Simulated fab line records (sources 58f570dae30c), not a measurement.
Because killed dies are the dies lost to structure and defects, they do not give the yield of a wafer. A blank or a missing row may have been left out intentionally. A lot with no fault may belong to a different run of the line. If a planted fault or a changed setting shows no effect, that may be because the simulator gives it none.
fab line records + flow berkeley_cmos170
record
- lots=14
- wafers=42
- last_day=12
route steps=331 shown ACTIVE@74 GATE@130 CONTACT@222 V1@255
lots that met no fault: taken from a fault-free run of the same line
start_h: hours from the record's first day to the start of the lot's first wafer shown + wait_h: how many hours have passed since the lot's step before this one + " identical to the entry in the row above + L1.1+2: several wafers, shown together as one row + - no value, or no start was given + * or withheld: withheld + < > ~ a bound
route shown NAME@n: NAME is a module with steps in the file, n the number in the route of the first one + usual: mean and standard deviation over wafers with no fault + same: alike in all rows + chamber/n: place in a boat + sites: readings site by site + _std_site: their standard deviation + _edge_site: the outer-site mean with the inner-site mean subtracted + radius_mm: how far each site lies from the wafer's centre + mask NAME#n: copy n + behind: tool/chamber where the wafer was last shaped + hold: cause of the lot's hold/its duration in hours/its outcome + device: transistor that didn't switch, given as n, p or np + end of line: the tests these same wafers got at the end of their route + where a step has no rows: the recipe by itself + killed: dies lost to structure and defects at the first sort, not the wafer's yield + map: dies across one wafer; x = killed, . = not, _ = none there
set.NAME: the setting the step ran with; set.NAME@STEP: the setting that earlier step ran with + model.NAME: the simulator's own value behind a step, which no gauge read
steps of the route over a sample of lots; a table a step, a row a wafer
services: the hour from which a tool's chamber was out of use, counted from the record's first day as start_h (under 0 if before that day), plus the number of hours and why
## steps
# step UCB170_ACTIVE_OVL_MEAS_14
# usual
- ACTIVE_OVL=2/5.1
| lot.wafer | tool       | chamber | start_h | wait_h | ACTIVE_OVL[nm] |
|-----------|------------|---------|---------|--------|----------------|
| L767.1    | overlay-01 | -       | 91.50   | 0.1    | 5              |
| L767.3    | "          | -       | "       | "      | 4              |
| L767.5    | "          | -       | "       | "      | 10             |
| L768.1    | overlay-01 | -       | 91.62   | 0.1    | 2              |
| L768.2    | "          | -       | "       | "      | 0              |
| L768.4    | "          | -       | "       | "      | -4             |
| L770.2    | overlay-01 | -       | 91.81   | 0.1    | 8              |
| L770.3    | "          | -       | "       | "      | 6              |
| L770.4    | "          | -       | "       | "      | 3              |
| L771.2    | overlay-01 | -       | 99.13   | 0.1    | 5              |
| L771.5    | "          | -       | "       | "      | 1              |
| L771.6    | "          | -       | "       | "      | 3              |
| L772.1    | overlay-01 | -       | 105.25  | 0.1    | 2              |
| L772.3    | "          | -       | "       | "      | 2              |
| L772.5    | "          | -       | "       | "      | 4              |
| L773.3    | overlay-01 | -       | 109.86  | 0.1    | -2             |
| L773.4    | "          | -       | "       | "      | -3             |
| L773.5    | "          | -       | "       | "      | 1              |
| L774.1    | overlay-01 | -       | 119.29  | 0.1    | -2             |
| L774.3    | "          | -       | "       | "      | -2             |
| L774.4    | "          | -       | "       | "      | 1              |
| L777.2    | overlay-02 | -       | 134.24  | 0.1    | 6              |
| L777.5    | "          | -       | "       | "      | 10             |
| L777.6    | "          | -       | "       | "      | 5              |
| L776.1    | overlay-02 | -       | 134.53  | 0.1    | 2              |
| L776.5    | "          | -       | "       | "      | 6              |
| L776.6    | "          | -       | "       | "      | -5             |
| L778.1    | overlay-01 | -       | 139.79  | 0.1    | -1             |
| L778.2    | "          | -       | "       | "      | -1             |
| L778.4    | "          | -       | "       | "      | -6             |
| L781.1    | overlay-02 | -       | 146.83  | 0.1    | 10             |
| L781.2    | "          | -       | "       | "      | -9             |
| L781.3    | "          | -       | "       | "      | -1             |
| L786.2    | overlay-01 | -       | 160.30  | 0.1    | 1              |
| L786.3    | "          | -       | "       | "      | 0              |
| L786.4    | "          | -       | "       | "      | -4             |
| L787.1    | overlay-02 | -       | 177.11  | 0.1    | 2              |
| L787.3    | "          | -       | "       | "      | 10             |
| L787.6    | "          | -       | "       | "      | 13             |
| L790.1    | overlay-01 | -       | 196.51  | 0.1    | 10             |
| L790.2    | "          | -       | "       | "      | -2             |
| L790.5    | "          | -       | "       | "      | 2              |
# step UCB170_GATE_CVD_04
# recipe
- material=poly-Si
- temp_c=610
- precursor=SiH4
- time_s=1440
- pressure_mtorr=375
- target_thk_nm=214
- sih4_flow_sccm=120
# usual
- pressure_mtorr=375.2/0.79
- sih4_flow_sccm=120.0/0.41
| lot.wafer | tool     | chamber | start_h | wait_h | pressure_mtorr | sih4_flow_sccm |
|-----------|----------|---------|---------|--------|----------------|----------------|
| L768.1    | lpcvd-01 | 1       | 124.32  | 0.0    | 376.1          | 120.2          |
| L768.2    | "        | 1       | "       | "      | 375.4          | 119.7          |
| L768.4    | "        | 1       | "       | "      | 375.3          | 120.3          |
| L770.2    | lpcvd-01 | 0       | 124.32  | 0.0    | 375.8          | 119.8          |
| L770.3    | "        | 0       | "       | "      | 375.5          | 119.6          |
| L770.4    | "        | 0       | "       | "      | 374.5          | 119.5          |
| L767.1    | lpcvd-01 | 1       | 129.36  | 1.1    | 375.2          | 120.1          |
| L767.3    | "        | 1       | "       | "      | 375.8          | 119.9          |
| L767.5    | "        | 1       | "       | "      | 375.6          | 120.0          |
| L771.2    | lpcvd-02 | 1       | 140.55  | 0.8    | 375.7          | 119.2          |
| L771.5    | "        | 1       | "       | "      | 374.0          | 119.8          |
| L771.6    | "        | 1       | "       | "      | 374.3          | 119.7          |
| L772.1    | lpcvd-02 | 1       | 150.34  | 1.5    | 374.6          | 119.7          |
| L772.3    | "        | 1       | "       | "      | 375.4          | 119.8          |
| L772.5    | "        | 1       | "       | "      | 375.2          | 120.0          |
| L773.3    | lpcvd-02 | 1       | 150.34  | 1.5    | 376.2          | 120.1          |
| L773.4    | "        | 1       | "       | "      | 375.8          | 120.6          |
| L773.5    | "        | 1       | "       | "      | 375.7          | 120.0          |
| L774.1    | lpcvd-02 | 0       | 155.48  | 0.0    | 375.0          | 119.4          |
| L774.3    | "        | 0       | "       | "      | 375.6          | 119.2          |
| L774.4    | "        | 0       | "       | "      | 374.9          | 119.8          |
| L776.1    | lpcvd-02 | 1       | 169.56  | 0.0    | 300.1          | 120.5          |
| L776.5    | "        | 1       | "       | "      | 299.6          | 120.2          |
| L776.6    | "        | 1       | "       | "      | 301.0          | 119.9          |
| L777.2    | lpcvd-02 | 0       | 169.56  | 0.0    | 299.7          | 120.0          |
| L777.5    | "        | 0       | "       | "      | 299.8          | 119.5          |
| L777.6    | "        | 0       | "       | "      | 299.5          | 119.9          |
| L778.1    | lpcvd-01 | 0       | 185.17  | 0.4    | 374.9          | 119.8          |
| L778.2    | "        | 0       | "       | "      | 375.1          | 120.6          |
| L778.4    | "        | 0       | "       | "      | 374.6          | 120.3          |
| L781.1    | lpcvd-01 | 0       | 195.25  | 0.6    | 374.1          | 120.4          |
| L781.2    | "        | 0       | "       | "      | 373.5          | 120.8          |
| L781.3    | "        | 0       | "       | "      | 373.2          | 120.6          |
| L786.2    | lpcvd-01 | 0       | 202.93  | 0.0    | 375.2          | 119.5          |
| L786.3    | "        | 0       | "       | "      | 374.5          | 119.8          |
| L786.4    | "        | 0       | "       | "      | 374.3          | 120.2          |
| L787.1    | lpcvd-01 | 0       | 222.95  | 0.4    | 375.3          | 119.9          |
| L787.3    | "        | 0       | "       | "      | 374.0          | 120.1          |
| L787.6    | "        | 0       | "       | "      | 375.2          | 119.6          |
| L790.1    | lpcvd-01 | 1       | 237.70  | 0.0    | 374.9          | 120.7          |
| L790.2    | "        | 1       | "       | "      | 376.4          | 120.5          |
| L790.5    | "        | 1       | "       | "      | 375.8          | 120.3          |
# step UCB170_GATE_THK_MEAS_05
# recipe
- reads=poly-Si_of_GATE_CVD_04
# usual
- GATE_POLY_THK=213.5/2.2
| lot.wafer | tool          | chamber | start_h | wait_h | GATE_POLY_THK[nm] |
|-----------|---------------|---------|---------|--------|-------------------|
| L768.1    | film_metro-04 | -       | 125.72  | 0.0    | 214.5             |
| L768.2    | "             | -       | "       | "      | 215.0             |
| L768.4    | "             | -       | "       | "      | 213.1             |
| L770.2    | film_metro-03 | -       | 125.73  | 0.0    | 210.9             |
| L770.3    | "             | -       | "       | "      | 210.7             |
| L770.4    | "             | -       | "       | "      | 211.3             |
| L767.1    | film_metro-01 | -       | 130.76  | 0.0    | 213.5             |
| L767.3    | "             | -       | "       | "      | 212.2             |
| L767.5    | "             | -       | "       | "      | 213.2             |
| L771.2    | film_metro-03 | -       | 141.96  | 0.0    | 213.0             |
| L771.5    | "             | -       | "       | "      | 212.3             |
| L771.6    | "             | -       | "       | "      | 213.4             |
| L772.1    | film_metro-03 | -       | 151.74  | 0.0    | 212.5             |
| L772.3    | "             | -       | "       | "      | 211.8             |
| L772.5    | "             | -       | "       | "      | 212.3             |
| L773.3    | film_metro-04 | -       | 151.76  | 0.0    | 213.6             |
| L773.4    | "             | -       | "       | "      | 214.4             |
| L773.5    | "             | -       | "       | "      | 215.2             |
| L774.1    | film_metro-03 | -       | 156.88  | 0.0    | 213.1             |
| L774.3    | "             | -       | "       | "      | 212.9             |
| L774.4    | "             | -       | "       | "      | 212.3             |
| L776.1    | film_metro-03 | -       | 170.96  | 0.0    | 192.1             |
| L776.5    | "             | -       | "       | "      | 190.8             |
| L776.6    | "             | -       | "       | "      | 191.5             |
| L777.2    | film_metro-01 | -       | 170.97  | 0.0    | 192.5             |
| L777.5    | "             | -       | "       | "      | 191.5             |
| L777.6    | "             | -       | "       | "      | 193.1             |
| L778.1    | film_metro-04 | -       | 186.57  | 0.0    | 215.0             |
| L778.2    | "             | -       | "       | "      | 214.2             |
| L778.4    | "             | -       | "       | "      | 214.1             |
| L781.1    | film_metro-03 | -       | 196.65  | 0.0    | 210.6             |
| L781.2    | "             | -       | "       | "      | 210.2             |
| L781.3    | "             | -       | "       | "      | 210.3             |
| L786.2    | film_metro-03 | -       | 204.34  | 0.0    | 210.1             |
| L786.3    | "             | -       | "       | "      | 213.3             |
| L786.4    | "             | -       | "       | "      | 211.3             |
| L787.1    | film_metro-01 | -       | 224.35  | 0.0    | 215.9             |
| L787.3    | "             | -       | "       | "      | 212.1             |
| L787.6    | "             | -       | "       | "      | 213.9             |
| L790.1    | film_metro-04 | -       | 239.10  | 0.0    | 214.5             |
| L790.2    | "             | -       | "       | "      | 214.7             |
| L790.5    | "             | -       | "       | "      | 214.6             |
# step UCB170_GATE_ETCH_15
# recipe
- chemistry=HBr/Cl2
- target=poly-Si
- stop_on=SiO2
- over_etch_frac=0.3
- icp_w=300
- bias_w=150
- time_s=56.3
- pressure_mtorr=15
- HBr_flow_sccm=150
- Cl2_flow_sccm=50
- target_depth_a=2782
# usual
- drypump_motor_current_A=5.9/0.55
- oes_product_au=0.831/0.0084
- throttle_valve_pct=26.54/0.2
# same
- over_etch_frac=0.3
| lot.wafer | tool      | chamber | start_h | wait_h | drypump_motor_current_A | oes_product_au | rf_hours_counter_h | throttle_valve_pct |
|-----------|-----------|---------|---------|--------|-------------------------|----------------|--------------------|--------------------|
| L770.2    | rie_si-01 | 2       | 127.15  | -      | 5.9                     | 0.823          | 0                  | 26.49              |
| L770.3    | "         | 1       | "       | "      | 6.3                     | 0.819          | 95                 | 26.63              |
| L770.4    | "         | 0       | "       | "      | 5.2                     | 0.829          | 21                 | 26.58              |
| L768.1    | rie_si-01 | 0       | 127.70  | -      | 5.2                     | 0.836          | 21                 | 26.57              |
| L768.2    | "         | 3       | "       | "      | 5.0                     | 0.831          | 2                  | 26.57              |
| L768.4    | "         | 2       | "       | "      | 5.8                     | 0.821          | 0                  | 26.49              |
| L767.1    | rie_si-02 | 1       | 132.00  | -      | 5.8                     | 0.838          | 85                 | 26.67              |
| L767.3    | "         | 2       | "       | "      | 6.4                     | 0.821          | 1                  | 26.82              |
| L767.5    | "         | 3       | "       | "      | 6.4                     | 0.828          | -                  | 26.49              |
| L771.2    | rie_si-01 | 2       | 143.60  | -      | 5.9                     | 0.831          | 0                  | 26.49              |
| L771.5    | "         | 3       | "       | "      | 5.0                     | 0.836          | -                  | 26.54              |
| L771.6    | "         | 2       | "       | "      | 5.9                     | 0.816          | -                  | 26.48              |
| L773.3    | rie_si-02 | 2       | 154.20  | -      | 6.4                     | 0.827          | 1                  | 26.82              |
| L773.4    | "         | 3       | "       | "      | 6.4                     | 0.830          | 59                 | 26.50              |
| L773.5    | "         | 0       | "       | "      | 6.5                     | 0.841          | -                  | 26.05              |
| L772.1    | rie_si-01 | 1       | 154.26  | -      | 6.4                     | 0.834          | 96                 | 26.64              |
| L772.3    | "         | 2       | "       | "      | 5.9                     | 0.818          | 0                  | 26.47              |
| L772.5    | "         | 0       | "       | "      | 5.1                     | 0.831          | -                  | 26.57              |
| L774.1    | rie_si-02 | 3       | 158.27  | -      | 6.5                     | 0.828          | 59                 | 26.48              |
| L774.3    | "         | 2       | "       | "      | 6.4                     | 0.827          | 1                  | 26.84              |
| L774.4    | "         | 0       | "       | "      | 6.5                     | 0.838          | 59                 | 26.04              |
| L776.1    | rie_si-02 | 0       | 172.28  | -      | 6.5                     | 0.782          | 59                 | 26.06              |
| L776.5    | "         | 3       | "       | "      | 6.4                     | 0.767          | -                  | 26.49              |
| L776.6    | "         | 2       | "       | "      | 6.4                     | 0.766          | -                  | 26.81              |
| L777.2    | rie_si-01 | 2       | 172.56  | -      | 5.9                     | 0.771          | 0                  | 26.49              |
| L777.5    | "         | 3       | "       | "      | 5.0                     | 0.773          | -                  | 26.56              |
| L777.6    | "         | 0       | "       | "      | 5.2                     | 0.784          | -                  | 26.56              |
| L778.1    | rie_si-02 | 2       | 187.68  | -      | 6.4                     | 0.834          | 1                  | 26.83              |
| L778.2    | "         | 0       | "       | "      | 6.5                     | 0.844          | 59                 | 26.06              |
| L778.4    | "         | 1       | "       | "      | 5.9                     | 0.827          | 85                 | 26.66              |
| L781.1    | rie_si-01 | 2       | 198.53  | -      | 5.9                     | 0.823          | 0                  | 26.49              |
| L781.2    | "         | 0       | "       | "      | 5.2                     | 0.825          | 21                 | 26.57              |
| L781.3    | "         | 3       | "       | "      | 5.0                     | 0.822          | 2                  | 26.56              |
| L786.2    | rie_si-02 | 2       | 205.50  | -      | 6.4                     | 0.821          | 1                  | 26.83              |
| L786.3    | "         | 0       | "       | "      | 6.5                     | 0.848          | 59                 | 26.06              |
| L786.4    | "         | 3       | "       | "      | 6.4                     | 0.819          | 59                 | 26.48              |
| L787.1    | rie_si-02 | 0       | 226.10  | -      | 6.5                     | 0.851          | 59                 | 26.05              |
| L787.3    | "         | 1       | "       | "      | 5.8                     | 0.832          | 85                 | 26.65              |
| L787.6    | "         | 1       | "       | "      | 5.9                     | 0.837          | -                  | 26.65              |
| L790.1    | rie_si-02 | 3       | 240.36  | -      | 6.4                     | 0.836          | 60                 | 26.48              |
| L790.2    | "         | 2       | "       | "      | 6.4                     | 0.824          | 2                  | 26.80              |
| L790.5    | "         | 0       | "       | "      | 6.5                     | 0.843          | -                  | 26.05              |
# step UCB170_CONTACT_STRIP_06
# recipe
- chemistry=O2
- power_w=400
- pressure_mtorr=3500
- platen_temp_c=withheld
- o2_flow_sccm=400
- overash_fraction=0.5
# usual
- drypump_motor_current_A=5.7/0.37
- oes_product_au=0.734/0.0049
- strip_time_to_endpoint_s=21.97/0.053
| lot.wafer | tool            | chamber | start_h | wait_h | drypump_motor_current_A | oes_product_au | rf_hours_counter_h | strip_time_to_endpoint_s |
|-----------|-----------------|---------|---------|--------|-------------------------|----------------|--------------------|--------------------------|
| L770.2    | plasma_asher-02 | 0       | 149.38  | 0.1    | 5.7                     | 0.731          | 43                 | 22.01                    |
| L770.3    | "               | 0       | "       | "      | 5.7                     | 0.740          | -                  | 22.02                    |
| L770.4    | "               | 1       | "       | "      | 5.6                     | 0.734          | -                  | 21.92                    |
| L768.1    | plasma_asher-02 | 0       | 149.78  | 0.1    | 5.7                     | 0.737          | 43                 | 21.95                    |
| L768.2    | "               | 1       | "       | "      | 5.6                     | 0.726          | 43                 | 22.02                    |
| L768.4    | "               | 0       | "       | "      | 5.7                     | 0.735          | -                  | 21.98                    |
| L767.1    | plasma_asher-01 | 0       | 149.83  | 0.1    | 5.6                     | 0.735          | 4                  | 21.96                    |
| L767.3    | "               | 0       | "       | "      | 5.5                     | 0.729          | -                  | 21.97                    |
| L767.5    | "               | 1       | "       | "      | 6.3                     | 0.740          | -                  | 22.00                    |
| L771.2    | plasma_asher-02 | 0       | 163.68  | 0.1    | 5.7                     | 0.734          | 45                 | 21.99                    |
| L771.5    | "               | 1       | "       | "      | 5.6                     | 0.730          | -                  | 21.90                    |
| L771.6    | "               | 0       | "       | "      | 5.7                     | 0.739          | -                  | 22.04                    |
| L773.3    | plasma_asher-02 | 0       | 173.66  | 0.1    | 5.8                     | 0.730          | -                  | 21.93                    |
| L773.4    | "               | 1       | "       | "      | 5.6                     | 0.734          | -                  | 21.89                    |
| L773.5    | "               | 1       | "       | "      | 5.6                     | 0.739          | -                  | 22.00                    |
| L772.1    | plasma_asher-03 | 0       | 174.10  | 0.1    | 4.9                     | 0.740          | 37                 | 21.96                    |
| L772.3    | "               | 1       | "       | "      | 5.6                     | 0.735          | -                  | 21.96                    |
| L772.5    | "               | 1       | "       | "      | 5.6                     | 0.729          | -                  | 21.92                    |
| L774.1    | plasma_asher-01 | 1       | 177.91  | 0.1    | 6.3                     | 0.738          | 7                  | 21.90                    |
| L774.3    | "               | 0       | "       | "      | 5.5                     | 0.731          | -                  | 21.92                    |
| L774.4    | "               | 1       | "       | "      | 6.3                     | 0.727          | -                  | 21.92                    |
| L777.2    | plasma_asher-01 | 0       | 189.97  | 0.1    | 5.5                     | 0.732          | 9                  | 22.06                    |
| L777.5    | "               | 1       | "       | "      | 6.3                     | 0.739          | -                  | 22.01                    |
| L777.6    | "               | 0       | "       | "      | 5.5                     | 0.739          | -                  | 22.06                    |
| L776.1    | plasma_asher-01 | 1       | 191.76  | 0.1    | 6.3                     | 0.731          | 9                  | 22.00                    |
| L776.5    | "               | 0       | "       | "      | 5.5                     | 0.736          | -                  | 22.03                    |
| L776.6    | "               | 1       | "       | "      | 6.3                     | 0.729          | -                  | 21.87                    |
| L778.1    | plasma_asher-01 | 1       | 206.90  | 0.1    | 6.3                     | 0.737          | 10                 | 21.97                    |
| L778.2    | "               | 0       | "       | "      | 5.5                     | 0.735          | 10                 | 21.95                    |
| L778.4    | "               | 0       | "       | "      | 5.5                     | 0.738          | -                  | 21.93                    |
| L781.1    | plasma_asher-03 | 1       | 217.75  | 0.1    | 5.6                     | 0.734          | 41                 | 21.89                    |
| L781.2    | "               | 0       | "       | "      | 4.9                     | 0.739          | 41                 | 21.94                    |
| L781.3    | "               | 0       | "       | "      | 4.9                     | 0.734          | -                  | 21.87                    |
| L786.2    | plasma_asher-02 | 1       | 221.41  | 0.1    | 5.6                     | 0.734          | 51                 | 22.07                    |
| L786.3    | "               | 1       | "       | "      | 5.6                     | 0.733          | -                  | 22.03                    |
| L786.4    | "               | 0       | "       | "      | 5.7                     | 0.730          | -                  | 22.03                    |
| L787.1    | plasma_asher-02 | 0       | 245.74  | 0.1    | 5.7                     | 0.739          | 54                 | 21.96                    |
| L787.3    | "               | 1       | "       | "      | 5.6                     | 0.734          | -                  | 21.96                    |
| L787.6    | "               | 1       | "       | "      | 5.6                     | 0.739          | -                  | 21.95                    |
| L790.1    | plasma_asher-02 | 0       | 258.14  | 0.1    | 5.7                     | 0.727          | 55                 | 21.87                    |
| L790.2    | "               | 1       | "       | "      | 5.6                     | 0.738          | 55                 | 21.95                    |
| L790.5    | "               | 1       | "       | "      | 5.6                     | 0.735          | -                  | 21.94                    |
# step UCB170_V1_THK_MEAS_01
# recipe
- reads=SiO2_of_V1_CVD_00
# usual
- V1_TEOS_THK=1959/33
| lot.wafer | tool          | chamber | start_h | wait_h | V1_TEOS_THK[nm] |
|-----------|---------------|---------|---------|--------|-----------------|
| L767.1    | film_metro-02 | -       | 158.00  | 0.1    | 1948            |
| L767.3    | "             | -       | "       | "      | 1981            |
| L767.5    | "             | -       | "       | "      | 1979            |
| L768.1    | film_metro-03 | -       | 158.00  | 0.1    | 1904            |
| L768.2    | "             | -       | "       | "      | 1931            |
| L768.4    | "             | -       | "       | "      | 1975            |
| L770.2    | film_metro-01 | -       | 158.01  | 0.1    | 1947            |
| L770.3    | "             | -       | "       | "      | 1929            |
| L770.4    | "             | -       | "       | "      | 1967            |
| L771.2    | film_metro-01 | -       | 176.56  | 0.1    | 1973            |
| L771.5    | "             | -       | "       | "      | 1989            |
| L771.6    | "             | -       | "       | "      | 2034            |
| L772.1    | film_metro-01 | -       | 182.27  | 0.1    | 1916            |
| L772.3    | "             | -       | "       | "      | 1985            |
| L772.5    | "             | -       | "       | "      | 1997            |
| L773.3    | film_metro-02 | -       | 182.29  | 0.1    | 2002            |
| L773.4    | "             | -       | "       | "      | 1956            |
| L773.5    | "             | -       | "       | "      | 1971            |
| L774.1    | film_metro-01 | -       | 186.08  | 0.1    | 1929            |
| L774.3    | "             | -       | "       | "      | 1918            |
| L774.4    | "             | -       | "       | "      | 1952            |
| L776.1    | film_metro-02 | -       | 199.07  | 0.1    | 1931            |
| L776.5    | "             | -       | "       | "      | 1936            |
| L776.6    | "             | -       | "       | "      | 1973            |
| L777.2    | film_metro-01 | -       | 199.08  | 0.1    | 1939            |
| L777.5    | "             | -       | "       | "      | 1983            |
| L777.6    | "             | -       | "       | "      | 1993            |
| L778.1    | film_metro-01 | -       | 215.94  | 0.1    | 1911            |
| L778.2    | "             | -       | "       | "      | 1916            |
| L778.4    | "             | -       | "       | "      | 1916            |
| L781.1    | film_metro-03 | -       | 225.21  | 0.1    | 1958            |
| L781.2    | "             | -       | "       | "      | 1920            |
| L781.3    | "             | -       | "       | "      | 1961            |
| L786.2    | film_metro-02 | -       | 231.60  | 0.1    | 1950            |
| L786.3    | "             | -       | "       | "      | 1894            |
| L786.4    | "             | -       | "       | "      | 2005            |
| L787.1    | film_metro-01 | -       | 252.71  | 0.1    | 1949            |
| L787.3    | "             | -       | "       | "      | 1932            |
| L787.6    | "             | -       | "       | "      | 1957            |
| L790.1    | film_metro-01 | -       | 265.14  | 0.2    | 1936            |
| L790.2    | "             | -       | "       | "      | 1900            |
| L790.5    | "             | -       | "       | "      | 1989            |
## services
| tool            | chamber | start_h | hours | kind       |
|-----------------|---------|---------|-------|------------|
| plasma_asher-01 | -       | 108.75  | 9.0   | pm         |
| plasma_asher-01 | 0       | 108.75  | 9.0   | vent_cycle |
| plasma_asher-01 | 1       | 108.75  | 9.0   | vent_cycle |
| plasma_asher-03 | -       | 109.95  | 6.8   | repair     |
| plasma_asher-01 | 0       | 117.75  | -     | clean      |
| plasma_asher-01 | 1       | 117.75  | -     | clean      |
| rie_si-02       | 2       | 136.97  | 1.0   | repair     |
| lpcvd-01        | -       | 137.38  | 6.0   | pm         |
| rie_si-02       | -       | 137.46  | 14.9  | repair     |
| rie_si-02       | 0       | 143.62  | 8.4   | repair     |
| lpcvd-02        | -       | 157.37  | 0.7   | repair     |
| rie_si-02       | -       | 189.21  | 2.8   | pm         |
| rie_si-02       | 0       | 248.94  | 15.6  | repair     |
## key
first_sign
- step=UCB170_GATE_CVD_04
- reading=pressure_mtorr
- direction=down
- sigmas=95
- usual=375.2
- struck=300.0
effect
- step=UCB170_GATE_THK_MEAS_05
- reading=GATE_POLY_THK
- direction=down
- sigmas=10
- usual=213.5
- struck=191.9
effect
- step=UCB170_GATE_ETCH_15
- reading=oes_product_au
- direction=down
- sigmas=6.8
- usual=0.831
- struck=0.774
met_at UCB170_GATE_CVD_04
struck_lots L776,L777
tester_left_out L776,L777
not_acting_at UCB170_ACTIVE_OVL_MEAS_14,UCB170_CONTACT_STRIP_06,UCB170_V1_THK_MEAS_01
onset_between 155.48 169.56
fault
- kind=process_parameter_drift
- tool=lpcvd-02
- chamber=-
- onset_h=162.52
- steps=UCB170_GATE_CVD_04
- channel=pressure_mtorr
- offset=-75
- shape=step
- end_h=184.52
- acts_in=these_recipes_only
- stated=375
# tester_left_out: of these lots the tester's yield and bins aren't shown, on N5 and GAA mostly nor the transistor test; their killed dies are dies lost to structure and defects alone, not to doping, threshold or leakage, so they don't give the yield
